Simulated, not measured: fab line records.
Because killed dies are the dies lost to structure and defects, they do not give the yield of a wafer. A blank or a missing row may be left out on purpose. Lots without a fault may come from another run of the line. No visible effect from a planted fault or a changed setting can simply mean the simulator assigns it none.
The tool behind it: which one? :: flow ritCmos :: 7 lots with 21 wafers sampled at 2 steps, on a route of 202 steps

WHAT EACH GAUGE READ, for each wafer
RIT_GATE_THK_MEAS_07.
lot: L117
measured: day 3 06:14
on: filmMetro-02
GATE_OXIDE_THK (nm): 3.06 3.00 2.99

lot: L120
measured: day 3 21:17
on: filmMetro-02
GATE_OXIDE_THK (nm): 3.10 3.08 3.13

lot: L122
measured: day 4 06:13
on: filmMetro-04
GATE_OXIDE_THK (nm): 2.95 2.99 3.02

lot: L126
measured: day 4 22:53
on: filmMetro-04
GATE_OXIDE_THK (nm): 3.11 3.16 3.09

lot: L128
measured: day 5 12:49
on: filmMetro-04
GATE_OXIDE_THK (nm): 3.09 3.07 3.02

lot: L131
measured: day 6 01:10
on: filmMetro-03
GATE_OXIDE_THK (nm): 2.98 3.09 3.01

lot: L137
measured: day 7 10:31
on: filmMetro-02
GATE_OXIDE_THK (nm): 3.60 3.55 3.55

EACH LOT AND THE TOOL THAT RAN IT (in order: tool; ch and the chambers of the sampled wafers; start)
lot: L117
RIT_GATE_OXIDATION_05: furnace-01 ch 0, day 3 04:54

lot: L120
RIT_GATE_OXIDATION_05: furnace-01 ch 0, day 3 18:38

lot: L122
RIT_GATE_OXIDATION_05: furnace-01 ch 0, day 4 03:41

lot: L126
RIT_GATE_OXIDATION_05: furnace-01 ch 0, day 4 21:32

lot: L128
RIT_GATE_OXIDATION_05: furnace-01 ch 0, day 5 08:56

lot: L131
RIT_GATE_OXIDATION_05: furnace-03 ch 0, day 5 23:04

lot: L137
RIT_GATE_OXIDATION_05: furnace-01 ch 0, day 7 06:51
- RIT_GATE_OXIDATION_05: target thk 3 nm, ox time 270 s.

THE ANSWER, worked out from the rows above alone
Rule: usual is defined by the lots themselves. Put in order of their means at a reading, lots are off if they are a third of the lots or fewer, leave a main group of 4 or more, and stand apart from it by a gap of 3 or more times the standard deviation of the main group's means; of several such gaps the widest counts. Not used: any main group whose means are identical at the precision the tables above print for the reading. Also off: a lot with no number at a reading for which 4 or more lots have one. Where the step has rows for the other lots, those lots are counted as sound.
Off: L137, at RIT_GATE_THK_MEAS_07 (GATE_OXIDE_THK). The main group: mean 3.05 nm, standard deviation 0.047.
If a tool, at a process step before that reading, ran all the lots that are off and no sound lot after the first of them, it fits. The gauges at RIT_GATE_THK_MEAS_07 are tried like those tools. This does not decide it: 2 tools fit, namely furnace-01 at RIT_GATE_OXIDATION_05 and filmMetro-02 at RIT_GATE_THK_MEAS_07.

WHAT THE SIMULATOR HAD PUT IN
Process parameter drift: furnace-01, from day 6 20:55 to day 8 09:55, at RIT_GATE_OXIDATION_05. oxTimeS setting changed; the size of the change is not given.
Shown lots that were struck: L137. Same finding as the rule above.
